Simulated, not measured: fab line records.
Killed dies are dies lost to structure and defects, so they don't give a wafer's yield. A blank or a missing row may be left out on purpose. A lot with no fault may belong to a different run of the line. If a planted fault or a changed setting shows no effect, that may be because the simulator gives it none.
A lot that was struck, set against a sound lot    flow berkeley_cmos170    17 out of 331 route steps
Sound: the wafers L897.1, L897.2, L897.3. Wafers L915.1, L915.3, L915.6 were the ones struck. The cause comes at the end.
At each step with rows: each side's tool, then ch and its chambers, then its first start. Under that, the readings that differ: sound wafers    struck wafers    difference of the means    sigmas: that difference in standard deviations of wafers without a fault.
alike: words and numbers the same on both sides, and readings whose means are apart by under 2 such deviations; not compared: readings that were withheld, readings missing a value for some wafer, numbers with overlapping values and no deviation given by the record, and bounds like >300 which may hide the same value.
The two part at a step that has a row with sigmas, a row that says differs or no value, or rows on one side only. Non-overlapping numbers with no deviation appear without sigmas and do not part them. A reading that every wafer of one side lacks parts them only if that side has two wafers or more.

first, 1 step without rows for these wafers: UCB170_GATE_DEVELOP_11 (develop time 45 s).
UCB170_GATE_CD_MEAS_12: target cd 350 nm.
  sound on cd_sem-02, day 6 12:52; struck on cd_sem-01, day 10 08:56
  alike: cd_nm
UCB170_GATE_OVL_MEAS_13:
  sound on overlay-01, day 6 12:59; struck on overlay-02, day 10 09:03
  alike: GATE_OVL
UCB170_GATE_ETCH_14: etches BARC in N2/H2.
  sound on rie_diel-04 ch 0,1,2, day 6 13:02; struck on rie_diel-02 ch 0,1,2, day 10 09:05
  alike: drypump_motor_current_A, h2_flow_sccm, oes_product_au, throttle_valve_pct
UCB170_GATE_ETCH_15: etches poly-Si in HBr/Cl2, stops on SiO2, time 56.3 s, target depth 278.2 nm.
  sound on rie_si-01 ch 1,2,3, day 6 13:04; struck on rie_si-01 ch 1,2, day 10 09:08
  alike: drypump_motor_current_A, oes_product_au, throttle_valve_pct
  not compared: rf_hours_counter_h
UCB170_GATE_STRIP_16: strips in O2.
  sound on plasma_asher-04 ch 0,1, day 6 13:07; struck on plasma_asher-01 ch 0,1, day 10 09:11
  alike: drypump_motor_current_A, oes_product_au
  not compared: rf_hours_counter_h
UCB170_GATE_CD_MEAS_90: target cd 350 nm.
  sound on cd_sem-01, day 6 13:13; struck on cd_sem-02, day 10 09:17
  alike: cd_nm
then, 5 steps without rows for these wafers: UCB170_GATE_CLEAN_17 (cleans in SPM, time 600 s); UCB170_PLDD_HMDS_00 (prime time 60 s); UCB170_PLDD_COAT_01 (resist thk 900 nm); UCB170_PLDD_SOFTBAKE_02 (time 60 s); UCB170_PLDD_EXPOSE_03 (exposes mask PSELECT, target cd 1200 nm).
UCB170_PLDD_PEB_04:
  sound on litho_track-04 ch 0, day 6 14:50; struck on litho_track-04 ch 0, day 10 11:01
reading                   sound                 struck                difference  sigmas
heater_power_total_W (W)  56.81 56.87 56.78     54.69 54.58 54.71     -2.16       -48
plate_temp_C (C)          130.17 130.03 129.96  126.34 126.37 126.31  -3.71       -25
  alike: chill_plate_temp_C, exhaust_pa
then, 1 step without rows for these wafers: UCB170_PLDD_DEVELOP_05 (develop time 45 s).
UCB170_PLDD_CD_MEAS_06: target cd 1200 nm.
  sound on cd_sem-01, day 6 15:07; struck on cd_sem-01, day 10 11:40
reading     sound                 struck                difference  sigmas
cd_nm (nm)  1200.3 1200.1 1199.1  1174.1 1172.1 1172.3  -27.0       -19
  not compared: hold
UCB170_PLDD_OVL_MEAS_07:
  sound on overlay-02, day 6 15:14; struck on overlay-02, day 10 17:20
reading  sound  struck                                                                      difference                    sigmas
hold     - - -  await_dispo/5.6h/release await_dispo/5.6h/release await_dispo/5.6h/release  no value on the sound wafers  
  alike: PLDD_OVL
UCB170_M3_PROBE_99:
  the record has rows for the struck wafers here (prober-01, day 12 03:03) and none for the sound ones

WHERE THEY PART
Earliest at UCB170_PLDD_PEB_04; latest, in this record, at UCB170_M3_PROBE_99.

WHY: what the simulator had put in
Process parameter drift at UCB170_PLDD_PEB_04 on litho_track-04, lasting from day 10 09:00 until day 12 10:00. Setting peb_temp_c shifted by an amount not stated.
